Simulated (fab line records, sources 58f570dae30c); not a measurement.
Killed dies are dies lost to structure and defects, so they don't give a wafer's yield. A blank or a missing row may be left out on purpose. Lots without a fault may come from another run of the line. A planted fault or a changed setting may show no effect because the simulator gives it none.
One fault seen from 2 desks | flow berkeley_cmos170 | each desk has only its own numbers; what lay behind them comes last

THE METROLOGY DESK
What the gauges read, lot by lot, whatever tool the lot ran on: means of the sampled wafers that have a number. A lot is out of limits, marked OUT, if its mean lies more than 4 standard deviations from the usual mean; the brackets give that distance.
Columns: A = cd_nm at UCB170_M1_CD_MEAS_09, usual 699.9 nm; B = V1_TEOS_THK at UCB170_V1_THK_MEAS_01, usual 2004 nm
lot  | first seen here | A     | B
L705 | day 8 14:59     | 697.8 | 1966
L706 | day 8 15:15     | 702.0 | 1983
L707 | day 8 15:38     | 697.0 | 1997
L708 | day 9 15:01     | 701.1 | 2004
L714 | day 11 00:05    | 700.2 | 2015
L716 | day 11 20:56    | 699.4 | 2018
L718 | day 11 22:35    | 700.5 | 2003
L719 | day 12 14:14    | 701.4 | 1998
L721 | day 12 15:17    | 697.5 | 1993
L720 | day 12 15:59    | 701.5 | 2002
L723 | day 13 01:21    | 700.9 | 2004
L725 | day 13 07:06    | 701.3 | 2007
L728 | day 13 18:32    | 700.6 | 1999
L727 | day 13 18:57    | 698.3 | 2030
This desk's finding: nothing out of limits on any of the 14 lots.

THE TOOL OWNER'S DESK: rie_metal-03
The tool's own readings at UCB170_M1_METAL_ETCH_12 (etches Al in Cl2/BCl3, stops on PSG, target depth 780 nm, time 130 s): means of the sampled wafers that have a number, for each lot that ran on this tool. A lot is out of limits, marked OUT, if its mean lies more than 4 standard deviations from the usual mean; the brackets give that distance.
Columns: A = drypump_motor_current_A at UCB170_M1_METAL_ETCH_12, usual 5.6 A; B = oes_product_au at UCB170_M1_METAL_ETCH_12, usual 0.851 a.u.; C = run_length_s at UCB170_M1_METAL_ETCH_12, usual 158.42 s; D = throttle_valve_pct at UCB170_M1_METAL_ETCH_12, usual 24.5 %
lot  | first seen here | A   | B                | C                | D
L705 | day 8 15:11     | 5.6 | 0.830            | 158.68           | 24.4
L707 | day 8 15:50     | 5.6 | 0.839            | 158.44           | 24.4
L714 | day 11 00:17    | 5.6 | 0.914 (+4.5) OUT | 149.31 (-38) OUT | 24.4
L716 | day 11 21:08    | 5.6 | 0.904            | 149.22 (-38) OUT | 24.4
This desk's finding: out of limits on L714, L716; first on L714, day 11 00:17 (oes_product_au at UCB170_M1_METAL_ETCH_12). In limits: L705, L707.

PUT TOGETHER
The tool owner's desk could have raised an alarm at day 11 00:17, on L714, L716.
The metrology desk saw nothing out of limits.
The metrology desk has L714, L716 on record, within its limits.
Of the lots named, all ran UCB170_M1_METAL_ETCH_12 on rie_metal-03.

WHAT THE SIMULATOR HAD PUT IN
Process parameter drift: rie_metal-03, from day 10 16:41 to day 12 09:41, at UCB170_M1_METAL_ETCH_12. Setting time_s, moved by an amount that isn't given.
Lots struck among those shown: L714, L716.
Hours from the fault's start to each desk's first reading out of limits: the tool owner's desk, 8.
